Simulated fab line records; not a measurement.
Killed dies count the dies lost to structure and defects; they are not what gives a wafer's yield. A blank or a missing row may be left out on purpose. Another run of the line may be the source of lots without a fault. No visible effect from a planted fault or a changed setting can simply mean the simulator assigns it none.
Matching of chambers || flow berkeleyCmos170 || rieDiel-03 running UCB170_ZERO_ETCH_06: 4 sister chambers
The step etches SiO2 in CHF3/CF4/Ar, time 12 s. 16 wafers are shown with their chamber, then 8 later ones without.

WAFERS WITH THEIR CHAMBER
{"wafer": "L554.1", "chamber": 2, "drypumpMotorCurrentA (A)": 5.8, "throttleValvePct (%)": 9.32, "oesProductAu (a.u.)": 0.614}
{"wafer": "L554.5", "chamber": 3, "drypumpMotorCurrentA (A)": 6.5, "throttleValvePct (%)": 9.28, "oesProductAu (a.u.)": 0.606}
{"wafer": "L554.6", "chamber": 2, "drypumpMotorCurrentA (A)": 5.9, "throttleValvePct (%)": 9.31, "oesProductAu (a.u.)": 0.607}
{"wafer": "L555.1", "chamber": 1, "drypumpMotorCurrentA (A)": 5.3, "throttleValvePct (%)": 9.45, "oesProductAu (a.u.)": 0.603}
{"wafer": "L555.3", "chamber": 0, "drypumpMotorCurrentA (A)": 5.4, "throttleValvePct (%)": 9.16, "oesProductAu (a.u.)": 0.614}
{"wafer": "L555.6", "chamber": 3, "drypumpMotorCurrentA (A)": 6.6, "throttleValvePct (%)": 9.28, "oesProductAu (a.u.)": 0.605}
{"wafer": "L558.3", "chamber": 0, "drypumpMotorCurrentA (A)": 5.3, "throttleValvePct (%)": 9.18, "oesProductAu (a.u.)": 0.615}
{"wafer": "L558.4", "chamber": 1, "drypumpMotorCurrentA (A)": 5.3, "throttleValvePct (%)": 9.45, "oesProductAu (a.u.)": 0.596}
{"wafer": "L558.5", "chamber": 3, "drypumpMotorCurrentA (A)": 6.5, "throttleValvePct (%)": 9.29, "oesProductAu (a.u.)": 0.611}
{"wafer": "L562.2", "chamber": 3, "drypumpMotorCurrentA (A)": 6.6, "throttleValvePct (%)": 9.28, "oesProductAu (a.u.)": 0.605}
{"wafer": "L562.4", "chamber": 1, "drypumpMotorCurrentA (A)": 5.3, "throttleValvePct (%)": 9.43, "oesProductAu (a.u.)": 0.600}
{"wafer": "L562.6", "chamber": 2, "drypumpMotorCurrentA (A)": 5.8, "throttleValvePct (%)": 9.31, "oesProductAu (a.u.)": 0.611}
{"wafer": "L563.2", "chamber": 1, "drypumpMotorCurrentA (A)": 5.3, "throttleValvePct (%)": 9.45, "oesProductAu (a.u.)": 0.604}
{"wafer": "L563.5", "chamber": 3, "drypumpMotorCurrentA (A)": 6.6, "throttleValvePct (%)": 9.30, "oesProductAu (a.u.)": 0.608}
{"wafer": "L563.6", "chamber": 0, "drypumpMotorCurrentA (A)": 5.4, "throttleValvePct (%)": 9.18, "oesProductAu (a.u.)": 0.613}
{"wafer": "L566.1", "chamber": 1, "drypumpMotorCurrentA (A)": 5.3, "throttleValvePct (%)": 9.41, "oesProductAu (a.u.)": 0.599}

SIGNATURES, as means of the wafers listed above
{"reading": "drypumpMotorCurrentA", "chamber 0": 5.367, "chamber 1": 5.300, "chamber 2": 5.833, "chamber 3": 6.560, "scatter within a chamber": 0.0459}
{"reading": "throttleValvePct", "chamber 0": 9.1733, "chamber 1": 9.4380, "chamber 2": 9.3133, "chamber 3": 9.2860, "scatter within a chamber": 0.0127}
{"reading": "oesProductAu", "chamber 0": 0.61400, "chamber 1": 0.60040, "chamber 2": 0.61067, "chamber 3": 0.60700, "scatter within a chamber": 0.0028}
Rule: distance of a wafer from a chamber = root of the sum over the readings of ((wafer's reading minus chamber's mean) / reading's scatter) squared. If the next closest chamber is less than 2 further off than the closest, the wafer can't be placed; otherwise it belongs to the closest. The scatter is the square root of a quotient: the sum, over the shown wafers, of each reading's squared deviation from its chamber's mean, divided by wafers minus chambers.

WAFERS WHOSE CHAMBER IS MISSING
{"wafer": "L566.2", "drypumpMotorCurrentA (A)": 6.6, "throttleValvePct (%)": 9.28, "oesProductAu (a.u.)": 0.609}
{"wafer": "L566.6", "drypumpMotorCurrentA (A)": 5.4, "throttleValvePct (%)": 9.17, "oesProductAu (a.u.)": 0.609}
{"wafer": "L567.3", "drypumpMotorCurrentA (A)": 5.8, "throttleValvePct (%)": 9.30, "oesProductAu (a.u.)": 0.615}
{"wafer": "L567.5", "drypumpMotorCurrentA (A)": 5.4, "throttleValvePct (%)": 9.16, "oesProductAu (a.u.)": 0.610}
{"wafer": "L567.6", "drypumpMotorCurrentA (A)": 5.3, "throttleValvePct (%)": 9.46, "oesProductAu (a.u.)": 0.600}
{"wafer": "L572.2", "drypumpMotorCurrentA (A)": 5.8, "throttleValvePct (%)": 9.31, "oesProductAu (a.u.)": 0.614}
{"wafer": "L572.4", "drypumpMotorCurrentA (A)": 5.3, "throttleValvePct (%)": 9.44, "oesProductAu (a.u.)": 0.594}
{"wafer": "L572.6", "drypumpMotorCurrentA (A)": 6.6, "throttleValvePct (%)": 9.28, "oesProductAu (a.u.)": 0.607}

THE CHAMBER EACH PASSED THROUGH
{"wafer": "L566.2", "from the rows above": 3, "in truth": 3}
{"wafer": "L566.6", "from the rows above": 0, "in truth": 0}
{"wafer": "L567.3", "from the rows above": 2, "in truth": 2}
{"wafer": "L567.5", "from the rows above": 0, "in truth": 0}
{"wafer": "L567.6", "from the rows above": 1, "in truth": 1}
{"wafer": "L572.2", "from the rows above": 2, "in truth": 2}
{"wafer": "L572.4", "from the rows above": 1, "in truth": 1}
{"wafer": "L572.6", "from the rows above": 3, "in truth": 3}
Correct placement for 8 of the 8. Can't be placed from these rows: 0. Placed wrongly: 0.
